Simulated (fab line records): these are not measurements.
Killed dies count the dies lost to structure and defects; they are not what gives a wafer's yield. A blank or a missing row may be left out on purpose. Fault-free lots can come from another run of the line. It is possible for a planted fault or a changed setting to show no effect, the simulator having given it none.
Which tool is to blame? ; flow rit cmos ; Sampling: 7 lots, 21 wafers, 2 of 202 route steps

## WHAT THE GAUGES READ, wafer by wafer
RIT_NSD_OVL_MEAS_06.
lot;measured;on;NSD_OVL (nm)
L779;day 3 14:37;overlay-01;-0.1 1.0 -1.0
L783;day 4 12:00;overlay-02;-1.1 1.4 -0.6
L786;day 5 09:10;overlay-01;0.9 0.4 0.0
L788;day 5 20:10;overlay-02;0.9 -0.9 -0.4
L790;day 6 08:01;overlay-02;1.2 -0.4 0.8
L792;day 6 20:18;overlay-01;-1.5 -1.7 1.2
L794;day 7 08:08;overlay-01;-0.5 -0.3 0.5

## WHICH TOOL RAN EACH LOT (tool, then ch and the chambers of the sampled wafers, then the start)
lot;RIT_PLDD_STRIP_09
L779;plasma asher-03 ch 0,1, day 3 10:57
L783;plasma asher-03 ch 0,1, day 4 07:05
L786;plasma asher-04 ch 0,1, day 5 04:05
L788;plasma asher-03 ch 0,1, day 5 13:27
L790;plasma asher-04 ch 0, day 5 22:46
L792;plasma asher-04 ch 0,1, day 6 09:12
L794;plasma asher-03 ch 1, day 7 04:26
- RIT_PLDD_STRIP_09: strips in O2, time 180 s.

## THE ANSWER, worked out from the rows above alone
Rule: what is usual is taken from the lots themselves. The widest of any qualifying gaps counts: lots, ordered by their means at a reading, are off when they make up no more than a third of the lots, leave a main group of 4 or more, and stand apart from it by 3 or more times the standard deviation of that group's means. The tables above print the reading to a certain number of digits; a main group whose means all agree to those digits is not used. A lot without any number at a reading at which 4 lots or more have one is off too. All remaining lots with rows at the step are treated as sound.
Nothing can be told from this: no lot is off at any reading shown.

## WHAT THE SIMULATOR PUT IN
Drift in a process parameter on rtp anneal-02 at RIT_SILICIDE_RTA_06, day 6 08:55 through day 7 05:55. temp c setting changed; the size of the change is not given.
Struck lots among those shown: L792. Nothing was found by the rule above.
